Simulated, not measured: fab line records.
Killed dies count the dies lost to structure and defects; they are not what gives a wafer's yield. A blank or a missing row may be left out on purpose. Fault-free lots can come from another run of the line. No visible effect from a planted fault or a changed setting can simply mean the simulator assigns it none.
Which tool was responsible?    flow berkeley-cmos170    7 lots, 21 wafers sampled, at 3 steps of a route of 331

WHAT THE GAUGES SHOWED, per wafer
UCB170_PVT_TW_MEAS_09.
lot   measured     on             PVT_TW
L204  day 5 15:20  film-metro-01  508.9 506.0 508.0
L205  day 5 22:31  film-metro-02  515.9 511.2 514.7
L207  day 5 22:58  film-metro-04  509.5 507.5 508.2
L209  day 7 02:15  film-metro-01  508.2 508.7 510.0
L211  day 7 11:23  film-metro-02  510.9 508.1 505.5
L213  day 7 12:05  film-metro-02  261.0 260.9 260.7 259.6 260.1 260.5
L215  day 8 00:24  film-metro-04  259.9 258.4 257.1 257.6 258.0 258.5

WHICH TOOL RAN EACH LOT (tool, then ch and the chambers of the sampled wafers, then the start)
lot   UCB170_PVT_IMPLANT_07           UCB170_PVT_STRIP_08
L204  implanter-04 ch 0, day 5 15:06  plasma-asher-03 ch 0,1, day 5 15:14
L205  implanter-02 ch 0, day 5 22:17  plasma-asher-03 ch 0,1, day 5 22:25
L207  implanter-01 ch 0, day 5 22:44  plasma-asher-03 ch 0,1, day 5 22:52
L209  implanter-01 ch 0, day 7 01:55  plasma-asher-04 ch 0,1, day 7 02:04
L211  implanter-01 ch 0, day 7 11:08  plasma-asher-03 ch 0,1, day 7 11:16
L213  implanter-01 ch 0, day 7 11:50  plasma-asher-04 ch 0,1, day 7 11:59
L215  implanter-02 ch 0, day 8 00:09  plasma-asher-02 ch 0,1, day 8 00:18
- UCB170_PVT_IMPLANT_07
- UCB170_PVT_STRIP_08: strips in O2.

THE ANSWER, worked out from the rows above alone
Rule: usual is defined by the lots themselves. The widest of any qualifying gaps counts: lots, ordered by their means at a reading, are off when they make up no more than a third of the lots, leave a main group of 4 or more, and stand apart from it by 3 or more times the standard deviation of that group's means. A main group is skipped when, at the precision printed for the reading in the tables above, its means are all equal. A lot without any number at a reading at which 4 lots or more have one is off too. All remaining lots with rows at the step are treated as sound.
Off: L213, L215, seen at UCB170_PVT_TW_MEAS_09 (PVT_TW). The main group has a mean of 509.4 with a standard deviation of 2.3.
If a tool, at a process step before that reading, ran all the lots that are off and no sound lot after the first of them, it fits. Those tools and the gauges at UCB170_PVT_TW_MEAS_09 are tried in the same way. No candidate that was tried fits.

WHAT WAS PUT IN BY THE SIMULATOR
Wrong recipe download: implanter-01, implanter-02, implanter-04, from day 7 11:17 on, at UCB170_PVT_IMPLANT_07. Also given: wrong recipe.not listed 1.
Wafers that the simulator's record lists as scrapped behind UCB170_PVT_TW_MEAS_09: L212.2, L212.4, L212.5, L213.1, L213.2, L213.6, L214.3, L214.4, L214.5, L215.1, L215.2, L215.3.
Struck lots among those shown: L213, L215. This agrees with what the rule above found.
